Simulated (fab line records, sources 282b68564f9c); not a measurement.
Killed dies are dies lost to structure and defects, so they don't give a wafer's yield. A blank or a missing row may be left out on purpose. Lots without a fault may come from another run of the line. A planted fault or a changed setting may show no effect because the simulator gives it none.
fab line records | flow rit_cmos
record lots=16 wafers=48 last_day=7
route steps=202 shown M1@190
lots that met no fault: from a run of the same line without faults
start_h: hours from the record's first day to the start of the lot's first wafer shown | wait_h: hours since the lot's step before | " the same as in the row above | L1.1+2: a row that stands for several wafers | - no value, or no start given | * or withheld: withheld | < > ~ a bound
route shown NAME@n: a module of which the file shows steps, and the number in the route of the first | usual: mean/standard deviation of fault-free wafers | same: alike in all rows | chamber/n: place in a boat | sites: the reading at each site | _std_site: their standard deviation | _edge_site: outer sites' mean less inner sites' | radius_mm: how far each site lies from the wafer's centre | mask NAME#n: copy n | behind: the tool/chamber that last shaped the wafer | hold: why the lot was held/for how many hours/how that ended | device: the transistor (n, p or np) that didn't switch | end of line: the same wafers' tests at the end of the route | a step without rows: its recipe alone | killed: dies lost to structure and defects at the first sort, not the wafer's yield | map: a wafer's dies, x killed, . not, _ none there
set.NAME: the setting as run; set.NAME@STEP: as run at that earlier step | model.NAME: the simulator's own value behind a step, which no gauge read
steps of the route over a sample of lots; a table a step, a row a wafer
services: from which hour (start_h, from the record's first day; less than 0 if before it) a tool's chamber was out of use, for how many hours, and why
## steps
# step RIT_M1_EXPOSE_06
# recipe mask_id=M12 na=0.6 source_shape=conventional sigma_outer=0.5 target_cd_nm=2600 dose_mj=250
# columns lot.wafer tool chamber start_h wait_h mask
L139.1+2+5 iline_stepper-01 0 55.11 0.2 M12#0
L141.1+4+6 iline_stepper-01 0 64.50 0.2 M12#0
L143.1+2+6 iline_stepper-02 0 75.46 0.1 M12#0
L145.2+3+6 iline_stepper-01 0 84.63 0.1 M12#0
L146.1+2+6 iline_stepper-01 0 89.36 0.1 M12#0
L148.2+4+5 iline_stepper-02 0 100.14 0.1 M12#0
L149.1+4+6 iline_stepper-02 0 103.81 0.1 M12#0
L150.2+4+6 iline_stepper-01 0 110.14 0.2 M12#0
L151.1+4+5 iline_stepper-01 0 113.89 0.1 M12#0
L152.4+5+6 iline_stepper-01 0 124.09 0.1 M12#0
L153.2+3+6 iline_stepper-01 0 125.83 0.1 M12#0
L154.3+4+6 iline_stepper-02 0 127.95 0.2 M12#0
L155.1+2+3 iline_stepper-01 0 134.84 0.2 M12#0
L156.2+4+6 iline_stepper-01 0 141.29 0.1 M12#0
L159.3+4+5 iline_stepper-02 0 154.87 0.2 M12#0
L160.1+2+5 iline_stepper-02 0 158.27 0.1 M12#0
# step RIT_M1_OVL_MEAS_10
# usual M1_OVL=-0.1/1.5
# columns lot.wafer tool chamber start_h wait_h hold M1_OVL[nm]
L139.1 overlay-02 - 55.66 0.1 - 1.4
L139.2 " - " " - -0.6
L139.5 " - " " - 1.1
L141.1 overlay-01 - 65.15 0.1 - -2.4
L141.4 " - " " - -1.6
L141.6 " - " " - 0.0
L143.1 overlay-02 - 76.01 0.1 - -0.6
L143.2 " - " " - -0.8
L143.6 " - " " - 1.4
L145.2 overlay-01 - 85.16 0.1 - 1.5
L145.3 " - " " - -1.4
L145.6 " - " " - 0.1
L146.1 overlay-02 - 89.91 0.1 - 1.2
L146.2 " - " " - 0.5
L146.6 " - " " - -0.1
L148.2 overlay-01 - 100.67 0.1 - 0.3
L148.4 " - " " - -1.2
L148.5 " - " " - -1.2
L149.1 overlay-01 - 104.36 0.1 - -1.2
L149.4 " - " " - -3.0
L149.6 " - " " - -1.2
L150.2 overlay-02 - 110.68 0.1 - 1.2
L150.4 " - " " - 1.5
L150.6 " - " " - 1.9
L151.1 overlay-02 - 114.44 0.1 - -0.8
L151.4 " - " " - -0.2
L151.5 " - " " - 1.9
L152.4 overlay-02 - 124.67 0.1 await_dispo/0.2h/release 358.1
L152.5 " - " " await_dispo/0.2h/release 358.7
L152.6 " - " " await_dispo/0.2h/release 360.1
L152.4 overlay-02 - 124.88 0.2 - 357.8
L152.5 " - " " - 359.2
L152.6 " - " " - 359.8
L153.2 overlay-02 - 126.37 0.1 await_dispo/0.2h/release 358.2
L153.3 " - " " await_dispo/0.2h/release 358.1
L153.6 " - " " await_dispo/0.2h/release 358.8
L153.2 overlay-02 - 126.57 0.2 - 358.4
L153.3 " - " " - 358.5
L153.6 " - " " - 358.8
L154.3 overlay-02 - 128.47 0.1 - 1.8
L154.4 " - " " - 1.2
L154.6 " - " " - 1.3
L155.1 overlay-02 - 135.43 0.1 await_dispo/0.2h/release 359.4
L155.2 " - " " await_dispo/0.2h/release 362.1
L155.3 " - " " await_dispo/0.2h/release 358.6
L155.1 overlay-02 - 135.63 0.2 - 359.3
L155.2 " - " " - 361.7
L155.3 " - " " - 358.5
L156.2 overlay-01 - 141.89 0.1 await_dispo/0.2h/release 361.1
L156.4 " - " " await_dispo/0.2h/release 359.6
L156.6 " - " " await_dispo/0.2h/release 359.8
L156.2 overlay-01 - 142.09 0.2 - 361.2
L156.4 " - " " - 359.8
L156.6 " - " " - 359.7
L159.3 overlay-01 - 155.40 0.1 - -2.0
L159.4 " - " " - -1.4
L159.5 " - " " - -3.5
L160.1 overlay-01 - 158.82 0.1 - -0.9
L160.2 " - " " - -0.1
L160.5 " - " " - -1.4
# step RIT_M1_PROBE_99
# usual defect_limited_yield=97.4/1.2 killed_at_contacts=0.1/0.27 killed_at_front_end=7/3.1 killed_dies=7/3.1 killed_open=3.6/2.3 killed_short=3.2/2 sort_bin_3_pad_short=0.1/0.22 sort_bin_5_function=1.5/0.87 sort_bin_6_memory=0.9/0.64 sort_n_pass=257/3.1 sort_yield_pct=97.4/1.2
# same gross_dies=264 killed_at_M0_to_M3=0 killed_at_M4_up=0 killed_at_back_side=0 killed_at_other=0
# columns lot.wafer tool chamber start_h wait_h defect_limited_yield[%] killed_at_contacts killed_at_front_end killed_dies killed_open killed_short sort_bin_3_pad_short[%] sort_bin_5_function[%] sort_bin_6_memory[%] sort_n_pass sort_yield_pct[%]
L148.2 prober-02 - 104.73 0.1 97.7 0 6 6 5 1 0 1.1 1.1 258 97.7
L148.4 prober-02 - 104.83 0.2 96.2 0 10 10 6 4 0 2.3 1.5 254 96.2
L148.5 prober-02 - 104.88 0.2 97.0 0 8 8 4 4 0 1.5 1.5 256 97.0
L149.1 prober-01 - 106.95 0.1 97.3 0 7 7 2 5 0 0.8 1.9 257 97.3
L149.4 prober-01 - 107.10 0.2 99.2 0 2 2 1 1 0 0.8 0 262 99.2
L149.6 prober-01 - 107.20 0.2 96.6 0 9 9 6 3 0 2.3 1.1 255 96.6
L150.2 prober-02 - 113.46 0.1 97.7 0 6 6 4 2 0 1.5 0.8 258 97.7
L150.4 prober-02 - 113.56 0.2 98.1 0 5 5 1 3 0 1.9 0 259 98.1
L150.6 prober-02 - 113.66 0.2 97.3 0 7 7 6 1 0.4 1.5 0.8 257 97.3
L151.1 prober-01 - 117.00 0.1 97.3 0 7 7 3 4 0 1.9 0.8 257 97.3
L151.4 prober-01 - 117.15 0.2 96.6 0 9 9 5 4 0.4 1.9 1.1 255 96.6
L151.5 prober-01 - 117.20 0.2 98.1 0 5 5 3 2 0.4 1.5 0 259 98.1
L154.3 prober-02 - 131.45 0.2 98.9 0 3 3 2 1 0 0.8 0.4 261 98.9
L154.4 prober-02 - 131.50 0.2 97.3 0 7 7 4 3 0 1.5 1.1 257 97.3
L154.6 prober-02 - 131.60 0.2 97.7 0 6 6 1 5 0 1.1 1.1 258 97.7
# killed by level:class
L148.2 GATE:geometric_particle:open=2 FOX1:geometric_particle:open=1 FOX2:geometric_particle:short=1 REOX:geometric_particle:open=1 SILICIDE:geometric_particle:open=1
L148.4 FOX1:geometric_particle:short=2 FOX1:geometric_particle:open=2 GATE:geometric_particle:open=2 FOX2:geometric_particle:open=1 FOX2:geometric_particle:short=1 GATE:geometric_particle:short=1 SILICIDE:geometric_particle:open=1
L148.5 GATE:geometric_particle:short=4 GATE:geometric_particle:open=2 REOX:geometric_particle:open=1 SPACER:geometric_particle:open=1
L149.1 GATE:geometric_particle:short=5 GATE:geometric_particle:open=1 REOX:geometric_particle:open=1
L149.4 SPACER:geometric_particle:open=1 SILICIDE:geometric_particle:short=1
L149.6 SPACER:geometric_particle:open=3 GATE:geometric_particle:short=2 FOX1:geometric_particle:open=1 FOX2:geometric_particle:short=1 GATE:geometric_particle:open=1 REOX:geometric_particle:open=1
L150.2 FOX1:geometric_particle:short=2 GATE:geometric_particle:open=2 SPACER:geometric_particle:open=1 SILICIDE:geometric_particle:open=1
L150.4 GATE:geometric_particle:short=2 FOX2:geometric_particle:open=1 REOX:geometric_particle:short=1 PLDD:coat_microbubble_printed=1
L150.6 GATE:geometric_particle:open=2 SPACER:geometric_particle:open=2 FOX2:geometric_particle:open=1 GATE:geometric_particle:short=1 SILICIDE:geometric_particle:open=1
L151.1 GATE:geometric_particle:short=3 GATE:geometric_particle:open=2 FOX1:geometric_particle:open=1 REOX:geometric_particle:short=1
L151.4 GATE:geometric_particle:open=2 REOX:geometric_particle:open=2 REOX:geometric_particle:short=2 FOX1:geometric_particle:short=1 GATE:geometric_particle:short=1 SPACER:geometric_particle:open=1
L151.5 GATE:geometric_particle:open=2 GATE:geometric_particle:short=2 REOX:geometric_particle:open=1
L154.3 GATE:geometric_particle:open=1 SPACER:geometric_particle:short=1 SILICIDE:geometric_particle:open=1
L154.4 GATE:geometric_particle:open=2 FOX1:geometric_particle:short=1 GATE:geometric_particle:short=1 REOX:geometric_particle:open=1 SILICIDE:geometric_particle:short=1 SILICIDE:geometric_particle:open=1
L154.6 SILICIDE:geometric_particle:short=3 GATE:geometric_particle:short=1 SPACER:geometric_particle:short=1 SILICIDE:geometric_particle:open=1
## services
# columns tool chamber start_h hours kind
iline_stepper-02 0 31.23 - calibration
iline_stepper-01 0 104.23 - calibration
iline_stepper-02 - 120.58 1.7 pm
iline_stepper-01 - 127.32 1.7 pm
## key
first_sign step=RIT_M1_OVL_MEAS_10 reading=visit direction=added
effect step=RIT_M1_OVL_MEAS_10 reading=M1_OVL direction=up sigmas=99+ usual=-0.1 struck=359.4
met_at RIT_M1_EXPOSE_06
struck_lots L152,L153,L155,L156
scrapped_behind RIT_M1_OVL_MEAS_10 L152.4,L152.5,L152.6,L153.2,L153.3,L153.6,L155.1,L155.2,L155.3,L156.2,L156.4,L156.6
onset_between 113.89 124.09
fault kind=scanner_matching_overlay tool=iline_stepper-01 chamber=- onset_h=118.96 steps=RIT_M1_EXPOSE_06 offset=360
